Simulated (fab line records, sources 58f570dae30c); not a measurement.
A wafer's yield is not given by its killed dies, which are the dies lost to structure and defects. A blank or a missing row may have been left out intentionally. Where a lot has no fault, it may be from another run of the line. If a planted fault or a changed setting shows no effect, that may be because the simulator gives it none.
Which of the tools did it? -- flow berkeley-cmos170 -- 7 lots, 21 wafers sampled, at 3 steps of a route of 331

== WHAT EACH GAUGE READ, for each wafer ==
UCB170_NVT_TW_MEAS_09.
lot,measured,on,NVT_TW
L310,day 6 15:23,film-metro-02,520 521 520
L313,day 6 15:07,film-metro-04,522 520 523
L315,day 7 14:06,film-metro-01,525 529 528
L317,day 7 20:56,film-metro-04,520 519 521
L325,day 9 10:11,film-metro-01,571 570 570
L329,day 10 04:55,film-metro-04,526 522 524
L331,day 10 19:08,film-metro-04,520 517 517

== EACH LOT AND THE TOOL THAT RAN IT (in order: tool; ch and the chambers of the sampled wafers; start) ==
lot,UCB170_PFIELD_STRIP_08,UCB170_NVT_IMPLANT_07
L310,"plasma-asher-01 ch 0,1, day 5 03:41","implanter-02 ch 0, day 6 15:08"
L313,"plasma-asher-04 ch 0,1, day 5 03:27","implanter-04 ch 0, day 6 14:52"
L315,"plasma-asher-03 ch 0,1, day 6 03:33","implanter-04 ch 0, day 7 13:52"
L317,"plasma-asher-03 ch 0,1, day 6 09:34","implanter-02 ch 0, day 7 20:42"
L325,"plasma-asher-01 ch 0,1, day 7 21:40","implanter-04 ch 0, day 9 09:59"
L329,"plasma-asher-03 ch 0,1, day 8 16:22","implanter-02 ch 0, day 10 04:40"
L331,"plasma-asher-03 ch 0,1, day 9 05:43","implanter-01 ch 0, day 10 18:55"
- UCB170_PFIELD_STRIP_08: strips in O2.
- UCB170_NVT_IMPLANT_07

== THE ANSWER, worked out from the rows above alone ==
Rule: usual is defined by the lots themselves. The widest of any qualifying gaps counts: lots, ordered by their means at a reading, are off when they make up no more than a third of the lots, leave a main group of 4 or more, and stand apart from it by 3 or more times the standard deviation of that group's means. Not used: any main group whose means are identical at the precision the tables above print for the reading. A lot without any number at a reading at which 4 lots or more have one is off too. The other lots that the step has rows for count as sound.
Off: L325, seen at UCB170_NVT_TW_MEAS_09 (NVT_TW). Main group: mean 522, sd 3.
A tool fits if, at a process step before that reading, it ran every lot that is off, and no sound lot after the first of them. Those tools and the gauges at UCB170_NVT_TW_MEAS_09 are tried in the same way. Can't be told from this: 3 tools fit, plasma-asher-01 at UCB170_PFIELD_STRIP_08, implanter-04 at UCB170_NVT_IMPLANT_07, film-metro-01 at UCB170_NVT_TW_MEAS_09.

== WHAT WAS PUT IN BY THE SIMULATOR ==
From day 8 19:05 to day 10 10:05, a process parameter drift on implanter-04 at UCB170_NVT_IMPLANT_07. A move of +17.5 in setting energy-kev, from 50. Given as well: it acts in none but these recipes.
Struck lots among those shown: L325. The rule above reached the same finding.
